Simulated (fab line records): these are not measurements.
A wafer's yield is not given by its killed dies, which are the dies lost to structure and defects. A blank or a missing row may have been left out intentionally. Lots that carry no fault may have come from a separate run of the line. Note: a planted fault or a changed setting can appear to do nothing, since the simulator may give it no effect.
2 desks looking at one fault | flow berkeley cmos170 | only its own numbers are on each desk; what lay behind them is given at the end

## AT THE TOOL OWNER'S DESK: rie diel-01
The tool's own readings at UCB170_M1_ETCH_11 (etches BARC in N2/H2): means of the sampled wafers that have a number, for each lot that ran on this tool. The brackets show how far a lot's mean lies from the usual mean; more than 4 standard deviations puts the lot out of limits, marked OUT.
Columns: A = chamber pressure mTorr at UCB170_M1_ETCH_11, usual 30.000 mTorr; B = drypump motor current A at UCB170_M1_ETCH_11, usual 5.7 A; C = oes product au at UCB170_M1_ETCH_11, usual 0.997 a.u.; D = throttle valve pct at UCB170_M1_ETCH_11, usual 13.33 %
lot  | first seen here | A                        | B   | C     | D
L894 | day 8 07:11     | 30.002                   | 5.3 | 0.990 | 13.35
L896 | day 8 23:43     | 29.997                   | 6.2 | 1.010 | 13.17
L902 | day 10 02:07    | 26.000 (-99 or more) OUT | 6.2 | 1.019 | 13.23
Finding of this desk: L902 out of limits; the first was L902 at day 10 02:07, on chamber pressure mTorr at UCB170_M1_ETCH_11. In limits: L894, L896.

## FROM THE METROLOGY DESK
What the gauges read, lot by lot, whatever tool the lot ran on: means of the sampled wafers that have a number. The brackets show how far a lot's mean lies from the usual mean; more than 4 standard deviations puts the lot out of limits, marked OUT.
Columns: A = M1_AL_RS at UCB170_M1_RS_MEAS_01, usual 0.0485 ohm/sq
lot  | first seen here | A
L887 | day 6 23:10     | 0.0487
L886 | day 7 00:19     | 0.0489
L888 | day 7 01:49     | 0.0485
L891 | day 7 14:53     | 0.0483
L892 | day 7 15:05     | 0.0484
L893 | day 8 02:26     | 0.0484
L894 | day 8 05:27     | 0.0483
L896 | day 8 22:32     | 0.0482
L899 | day 9 08:52     | 0.0487
L900 | day 10 00:26    | 0.0483
L902 | day 10 00:57    | 0.0480
L907 | day 11 07:17    | 0.0481
L909 | day 11 23:47    | 0.0484
This desk found nothing out of limits on any of the 13 lots.

## ALL TOGETHER
The tool owner's desk had the chance to raise an alarm at day 10 02:07 on L902.
Metrology desk: nothing out of limits seen.
The metrology desk holds a record of L902, inside its limits.
UCB170_M1_ETCH_11 was run on rie diel-01 by each of the lots named.

## WHAT WAS PUT IN BY THE SIMULATOR
rie diel-01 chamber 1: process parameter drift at UCB170_M1_ETCH_11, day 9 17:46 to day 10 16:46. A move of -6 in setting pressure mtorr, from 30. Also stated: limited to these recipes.
Shown lots that were struck: L902.
Hours from the fault's start to each desk's first reading out of limits: the tool owner's desk, 8.
